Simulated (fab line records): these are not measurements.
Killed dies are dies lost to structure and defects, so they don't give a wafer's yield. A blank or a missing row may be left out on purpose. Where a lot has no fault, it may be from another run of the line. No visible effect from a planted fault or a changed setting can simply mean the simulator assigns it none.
The tool behind it: which one? + flow rit-cmos + 42 wafers from 14 lots sampled at 2 of the route's 202 steps

== WHAT EACH GAUGE READ, for each wafer ==
RIT_REOX_THK_MEAS_04. Usual: REOX_OXIDE_THK typically reads 25.1 nm, with standard deviation 0.43.
| lot  | measured    | on            | REOX_OXIDE_THK (nm) | flag |
|------|-------------|---------------|---------------------|------|
| L345 | day 2 22:33 | film-metro-01 | 24.8 24.7 25.1      |      |
| L346 | day 3 02:23 | film-metro-01 | 25.0 24.8 25.3      |      |
| L347 | day 3 07:35 | film-metro-02 | 25.3 24.9 24.9      |      |
| L351 | day 4 02:25 | film-metro-04 | 27.5 27.6 27.7      | OFF  |
| L352 | day 4 07:58 | film-metro-01 | 25.0 24.6 25.3      |      |
| L353 | day 4 14:49 | film-metro-04 | 27.1 26.5 26.9      | OFF  |
| L357 | day 5 08:54 | film-metro-01 | 25.1 25.1 25.0      |      |
| L358 | day 5 11:28 | film-metro-01 | 24.7 25.2 24.7      |      |
| L361 | day 6 02:09 | film-metro-01 | 24.9 25.2 24.9      |      |
| L363 | day 6 14:36 | film-metro-01 | 25.4 25.2 25.2      |      |
| L365 | day 6 21:56 | film-metro-01 | 25.3 25.1 25.1      |      |
| L366 | day 7 02:16 | film-metro-02 | 24.7 24.8 24.7      |      |
| L367 | day 7 10:37 | film-metro-02 | 25.4 25.8 25.1      |      |
| L368 | day 7 12:55 | film-metro-01 | 25.2 25.6 25.0      |      |

== TOOL THAT RAN EACH LOT (tool first, then ch and the chambers of the sampled wafers, then the start) ==
| lot  | RIT_REOX_OXIDATION_03        |
|------|------------------------------|
| L345 | furnace-01 ch 0, day 2 19:59 |
| L346 | furnace-04 ch 0, day 2 23:50 |
| L347 | furnace-04 ch 0, day 3 05:01 |
| L351 | furnace-04 ch 0, day 3 23:51 |
| L352 | furnace-03 ch 0, day 4 05:24 |
| L353 | furnace-04 ch 0, day 4 12:16 |
| L357 | furnace-03 ch 0, day 5 06:21 |
| L358 | furnace-03 ch 0, day 5 08:54 |
| L361 | furnace-03 ch 0, day 5 23:36 |
| L363 | furnace-01 ch 0, day 6 12:03 |
| L365 | furnace-03 ch 0, day 6 19:23 |
| L366 | furnace-03 ch 0, day 6 23:43 |
| L367 | furnace-01 ch 0, day 7 08:03 |
| L368 | furnace-03 ch 0, day 7 10:22 |
- RIT_REOX_OXIDATION_03: target thk 25.2 nm, ox time 5580 s.

== AS READ BY THE TOOLS THEMSELVES (means over the sampled wafers that have a number; for cases with no such wafer, the mark the record gives instead) ==
RIT_REOX_OXIDATION_03. Usual: spike-tc-centre-C 902.9 C, standard deviation 1.6; spike-tc-load-C 925.7 C, standard deviation 2; spike-tc-source-C 925.9 C, standard deviation 1.1; tube-center-temp-C 899.99 C, standard deviation 0.08; tube_center_temp_C_max 902.3, standard deviation 0.35.
| lot  | tool       | spike-tc-centre-C (C) | spike-tc-load-C (C) | spike-tc-source-C (C) | tube-center-temp-C (C) | tube_center_temp_C_max | flag |
|------|------------|-----------------------|---------------------|-----------------------|------------------------|------------------------|------|
| L345 | furnace-01 | 905.1                 | 924.3               | 926.3                 | 900.01                 | 902.1                  |      |
| L346 | furnace-04 | 900.8                 | 928.5               | 925.6                 | 899.95                 | 902.5                  |      |
| L347 | furnace-04 | 900.2                 | 928.9               | 925.6                 | 900.00                 | 902.0                  |      |
| L351 | furnace-04 | 910.1                 | 936.1               | 932.8                 | 907.99                 | 910.5                  | OFF  |
| L352 | furnace-03 | 903.9                 | 925.1               | 926.3                 | 900.00                 | 902.1                  |      |
| L353 | furnace-04 | 908.9                 | 936.4               | 934.7                 | 908.03                 | 910.5                  | OFF  |
| L357 | furnace-03 | 903.9                 | 924.2               | 924.7                 | 899.92                 | 901.9                  |      |
| L358 | furnace-03 | 904.0                 | 923.8               | 927.5                 | 899.85                 | 902.4                  |      |
| L361 | furnace-03 | 904.4                 | 924.2               | 926.1                 | 900.04                 | 902.2                  |      |
| L363 | furnace-01 | 904.5                 | 924.4               | 925.8                 | 899.92                 | 902.6                  |      |
| L365 | furnace-03 | 902.8                 | 925.6               | 926.8                 | 900.02                 | 902.2                  |      |
| L366 | furnace-03 | 903.5                 | 924.1               | 925.7                 | 899.97                 | 902.4                  |      |
| L367 | furnace-01 | 904.7                 | 923.6               | 924.6                 | 899.96                 | 902.3                  |      |
| L368 | furnace-03 | 902.6                 | 925.1               | 926.5                 | 900.06                 | 902.3                  |      |

== THE ANSWER, worked out from the rows above alone ==
Rule: a lot is off if the mean of its wafers that have a number lies more than 3 standard deviations from the usual mean. A lot without any number at a reading at which 4 lots or more have one is off too. Where the step has rows for the other lots, those lots are counted as sound. First the gauges in route order, then the tools' own readings, where a lot's mean is used as printed above. At the first step where some lot is off, the reading lying furthest off is the one used; lots without a number count as furthest.
Off: L351, L353, at RIT_REOX_THK_MEAS_04 (REOX_OXIDE_THK).
If a tool, at a process step before that reading, ran all the lots that are off and no sound lot after the first of them, it fits. Not tried: the gauges at RIT_REOX_THK_MEAS_04; whatever is off there is also off at RIT_REOX_OXIDATION_03, on other tools, and gauge error can't account for it. One candidate fits, namely furnace-04 at RIT_REOX_OXIDATION_03. A fault onset in the window from L347 (day 3 05:01, its last sound lot) to L351 (day 3 23:51, its first lot off) fits.
The tool's own readings at RIT_REOX_OXIDATION_03 bear it out: on the lots that are off they differ by more than 5 times the standard deviation of the sound lots' means. spike-tc-load-C reads 936.2 C there against 925.1 C on the sound lots; spike-tc-source-C reads 933.8 C there against 926.0 C on the sound lots; tube-center-temp-C reads 908.01 C there against 899.98 C on the sound lots; tube_center_temp_C_max reads 910.5 there against 902.2 on the sound lots.

== WHAT HAD BEEN PUT IN BY THE SIMULATOR ==
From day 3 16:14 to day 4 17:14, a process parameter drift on furnace-04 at RIT_REOX_OXIDATION_03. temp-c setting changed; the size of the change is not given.
Struck lots among those shown: L351, L353. The same result came from the rule above.
